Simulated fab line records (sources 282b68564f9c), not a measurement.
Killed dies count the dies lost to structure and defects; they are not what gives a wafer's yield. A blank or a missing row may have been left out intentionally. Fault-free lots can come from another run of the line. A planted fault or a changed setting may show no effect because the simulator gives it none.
Comparing a struck lot with a sound one / flow rit_cmos / 25 steps out of a route of 202
Sound: the wafers L582.1, L582.2, L582.3. Wafers L572.1, L572.4, L572.6 were the ones struck. At the end, the cause is stated.
Order at every step that has rows: each side's tool, ch and its chambers, its first start. Under that, the readings that differ: sound wafers / struck wafers / difference of the means / sigmas: that difference in standard deviations of wafers without a fault.
alike: same words and numbers on both sides, and readings whose means sit less than 2 such deviations apart. not compared: any withheld reading, any reading some wafer has no value for, any bound like >300 that may hide the same value, and any number with overlapping values for which the record gives no deviation.
The two part at a step that has a row with sigmas, a row that says differs or no value, or rows on one side only. Numbers that have no deviation but don't overlap get no sigmas and don't part them. A reading missing from all wafers of one side parts the sides only when that side holds two or more wafers.

first, 1 step without rows for these wafers: RIT_PRETRO_IMPLANT_08.
RIT_PRETRO_STRIP_09: strips in O2, time 180 s.
  sound on plasma_asher-03 ch 0,1, day 5 15:25; struck on plasma_asher-02 ch 1, day 3 13:43
  alike: drypump_motor_current_A
  not compared: rf_hours_counter_h
RIT_PRETRO_TW_MEAS_10:
  sound on film_metro-01, day 5 15:36; struck on film_metro-01, day 3 13:54
  alike: PRETRO_TW
then, 5 steps without rows for these wafers: RIT_GATE_WET_ETCH_00 (etches SiO2 in BOE, target depth 56 nm, time 60 s); RIT_GATE_CLEAN_01 (cleans in SC1, time 600 s); RIT_GATE_CLEAN_02 (cleans in dHF, time 30 s); RIT_GATE_CLEAN_03 (cleans in SC2, time 600 s); RIT_GATE_CLEAN_04 (cleans in dHF, time 60 s).
RIT_FOX2_THK_MEAS_91:
  sound on film_metro-04, day 5 16:05; struck on film_metro-01, day 3 14:23
  alike: FIELD_OXIDE_LEFT_2_THK
then, 2 steps without rows for these wafers: RIT_GATE_OXIDATION_05 (target thk 3 nm, ox time 270 s); RIT_GATE_ANNEAL_06 (time 600 s).
RIT_GATE_THK_MEAS_07:
  sound on film_metro-01, day 5 18:07; struck on film_metro-04, day 3 15:46
  alike: GATE_OXIDE_THK
RIT_GATE_CVD_08: deposits poly-Si from SiH4, target thk 250 nm, time 2220 s.
  sound on lpcvd-02 ch 1, day 5 18:10; struck on lpcvd-01 ch 1, day 3 15:49
reading=model.poly-Si_of_GATE_CVD_08.thk_nm (nm); sound=250.2 250.8 250.8; struck=372.9 372.5 373.7; difference=+122.4; sigmas=
  alike: susceptor_temp_C
RIT_GATE_THK_MEAS_09:
  sound on film_metro-04, day 5 19:47; struck on film_metro-04, day 3 17:26
reading=GATE_POLY_THK (nm); sound=249.9 250.8 250.8; struck=372.8 372.8 373.5; difference=+122.5; sigmas=+51
then, 6 steps without rows for these wafers: RIT_GATE_HMDS_10 (prime time 60 s); RIT_GATE_COAT_11 (resist thk 855.5 nm); RIT_GATE_SOFTBAKE_12 (time 60 s); RIT_GATE_EXPOSE_13 (exposes mask M6, target cd 150 nm); RIT_GATE_PEB_14; RIT_GATE_DEVELOP_15 (develop time 50 s).
RIT_GATE_CD_MEAS_16: the cd target is 150 nm.
  sound on cd_sem-02, day 5 20:44; struck on cd_sem-02, day 3 18:22
  alike: cd_nm
RIT_GATE_OVL_MEAS_17:
  sound on overlay-01, day 5 20:52; struck on overlay-01, day 3 18:29
  alike: GATE_OVL
then, 1 step without rows for these wafers: RIT_GATE_HARDBAKE_18 (time 60 s).
RIT_GATE_ETCH_19: etches poly-Si in SF6/CHF3/O2, stops on SiO2, time 165 s, target depth 312.5 nm.
  sound on rie_si-02 ch 1,2,3, day 5 21:03; struck on rie_si-02 ch 0,2, day 3 18:40
reading=oes_product_au (a.u.); sound=0.857 0.848 0.843; struck=1.000 1.007 0.992; difference=+0.150; sigmas=+17
reading=model.etch.depth_nm (nm); sound=250.2 250.8 250.8; struck=311.9 311 312; difference=+61.0; sigmas=
reading=model.GATE.feature_depth_nm (nm); sound=250.2 250.8 250.8; struck=311.9 311 312; difference=+61.0; sigmas=
  alike: SF6_flow_sccm, drypump_motor_current_A, throttle_valve_pct
  not compared: rf_hours_counter_h
RIT_GATE_STRIP_20: strips in O2, time 180 s.
  sound on plasma_asher-03 ch 0,1, day 5 21:10; struck on plasma_asher-04 ch 0,1, day 3 18:47
  alike: drypump_motor_current_A
  not compared: rf_hours_counter_h

== WHERE THEY PART ==
Earliest at RIT_GATE_THK_MEAS_09; latest, in this record, at RIT_GATE_ETCH_19. Later steps at which nothing parts them and some readings are alike: RIT_GATE_STRIP_20.

WHY: what had been put in by the simulator
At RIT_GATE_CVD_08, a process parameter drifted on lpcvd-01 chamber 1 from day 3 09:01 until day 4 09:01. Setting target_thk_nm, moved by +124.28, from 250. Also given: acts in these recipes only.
